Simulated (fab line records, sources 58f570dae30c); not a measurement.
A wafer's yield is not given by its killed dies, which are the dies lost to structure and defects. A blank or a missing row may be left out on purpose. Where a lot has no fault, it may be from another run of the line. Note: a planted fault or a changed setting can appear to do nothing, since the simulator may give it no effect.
Matching of chambers :: flow berkeley_cmos170 :: cmp-02 running UCB170_V1_CMP_02: 4 sister chambers
The step polishes SiO2. 7 wafers are shown with their chamber, then 8 later ones without.

== WAFERS, EACH WITH ITS CHAMBER ==
wafer: L675.4
chamber: 0
motor_current_A (A): 19.3
platen_rpm (rpm): 59.99

wafer: L679.5
chamber: 1
motor_current_A (A): 13.6
platen_rpm (rpm): 60.01

wafer: L687.3
chamber: 1
motor_current_A (A): 14.3
platen_rpm (rpm): 59.91

wafer: L689.1
chamber: 2
motor_current_A (A): 18.6
platen_rpm (rpm): 59.94

wafer: L689.4
chamber: 3
motor_current_A (A): 17.0
platen_rpm (rpm): 60.00

wafer: L689.5
chamber: 2
motor_current_A (A): 19.5
platen_rpm (rpm): 59.96

wafer: L691.1
chamber: 3
motor_current_A (A): 16.6
platen_rpm (rpm): 60.02

== WAFERS WITH NO CHAMBER GIVEN ==
wafer: L691.2
motor_current_A (A): 17.2
platen_rpm (rpm): 60.06

wafer: L691.3
motor_current_A (A): 18.5
platen_rpm (rpm): 59.99

wafer: L693.3
motor_current_A (A): 17.0
platen_rpm (rpm): 60.04

wafer: L693.4
motor_current_A (A): 14.9
platen_rpm (rpm): 59.89

wafer: L693.6
motor_current_A (A): 17.5
platen_rpm (rpm): 59.91

wafer: L697.2
motor_current_A (A): 20.1
platen_rpm (rpm): 59.99

wafer: L697.3
motor_current_A (A): 14.8
platen_rpm (rpm): 59.94

wafer: L697.4
motor_current_A (A): 16.4
platen_rpm (rpm): 59.97

== CHAMBER TAKEN BY EACH ==
wafer: L691.2
from the rows above: 3
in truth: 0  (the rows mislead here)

wafer: L691.3
from the rows above: can't be placed: 2 or 0
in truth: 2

wafer: L693.3
from the rows above: 3
in truth: 3

wafer: L693.4
from the rows above: 1
in truth: 1

wafer: L693.6
from the rows above: can't be placed: 3 or 2 or 0
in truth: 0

wafer: L697.2
from the rows above: can't be placed: 0 or 2
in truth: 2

wafer: L697.3
from the rows above: 1
in truth: 1

wafer: L697.4
from the rows above: 3
in truth: 3
Correct placement for 4 of the 8. Cannot be placed on the basis of these rows: 3; the candidates contain the true chamber in 3. Placed wrongly: 1.
How it was worked out, from the rows above alone: a wafer's distance from a chamber is the root of the sum, over the readings, of the square of ((its reading less the chamber's mean) divided by the reading's scatter). The wafer belongs to the nearest chamber; if the next one is less than 2 further off, it can't be placed. The mean given for a chamber averages the wafers shown for that chamber. The scatter: the root of (the sum of the squares of (reading less its chamber's mean) over the shown wafers, divided by (wafers less chambers)).
